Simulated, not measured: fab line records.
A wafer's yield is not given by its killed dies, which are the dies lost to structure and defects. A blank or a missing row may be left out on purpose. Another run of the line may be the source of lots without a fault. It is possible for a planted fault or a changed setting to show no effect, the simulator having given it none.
Which of the tools did it?	flow berkeleyCmos170	7 lots with 21 wafers sampled at 3 steps, on a route of 331 steps

## WHAT EACH GAUGE READ, for each wafer
UCB170_PWELL_THK_MEAS_06.
lot	measured	on	PWELL_NITRIDE_THK (nm)
L707	day 3 04:17	filmMetro-03	221.5 221.5 219.8
L710	day 4 06:32	filmMetro-04	445.0 441.9 444.5
L718	day 6 00:50	filmMetro-03	444.6 445.1 447.5
L720	day 5 21:02	filmMetro-04	222.2 223.9 225.1
L724	day 6 18:08	filmMetro-03	220.5 221.0 220.9
L726	day 7 16:39	filmMetro-02	220.1 220.7 219.2
L728	day 7 16:39	filmMetro-04	218.5 216.4 218.9

## WHICH TOOL RAN EACH LOT (tool, then ch and the chambers of the sampled wafers, then the start)
lot	UCB170_ZERO_STRIP_07	UCB170_PWELL_CVD_05
L707	plasmaAsher-04 ch 0,1, day 2 03:17	lpcvd-01 ch 0, day 3 02:23
L710	plasmaAsher-02 ch 0,1, day 2 20:35	lpcvd-02 ch 1, day 4 00:46
L718	plasmaAsher-04 ch 0,1, day 4 09:59	lpcvd-02 ch 1, day 5 19:05
L720	plasmaAsher-02 ch 0,1, day 4 22:59	lpcvd-02 ch 1, day 5 19:05
L724	plasmaAsher-02 ch 0,1, day 5 17:26	lpcvd-02 ch 0, day 6 16:12
L726	plasmaAsher-02 ch 0,1, day 6 04:27	lpcvd-01 ch 1, day 7 14:44
L728	plasmaAsher-01 ch 0,1, day 6 12:25	lpcvd-01 ch 0, day 7 14:44
- UCB170_ZERO_STRIP_07: strips in O2.
- UCB170_PWELL_CVD_05: deposits Si3N4 from SiH2Cl2/NH3, target thk 220 nm, time 3300 s.

## THE ANSWER, worked out from the rows above alone
Rule: usual is defined by the lots themselves. Put in order of their means at a reading, lots are off if they are a third of the lots or fewer, leave a main group of 4 or more, and stand apart from it by a gap of 3 or more times the standard deviation of the main group's means; of several such gaps the widest counts. A main group whose means are all the same, to the digits that the tables above print for the reading, isn't used. Also off: a lot with no number at a reading for which 4 or more lots have one. All remaining lots with rows at the step are treated as sound.
Off: at UCB170_PWELL_THK_MEAS_06 (PWELL_NITRIDE_THK), L710, L718. The main group has a mean of 220.7 nm with a standard deviation of 1.9.
If a tool, at a process step before that reading, ran all the lots that are off and no sound lot after the first of them, it fits. Gauges at UCB170_PWELL_THK_MEAS_06: tried the same way as those tools. None of those tried fits.

## WHAT THE SIMULATOR HAD INSERTED
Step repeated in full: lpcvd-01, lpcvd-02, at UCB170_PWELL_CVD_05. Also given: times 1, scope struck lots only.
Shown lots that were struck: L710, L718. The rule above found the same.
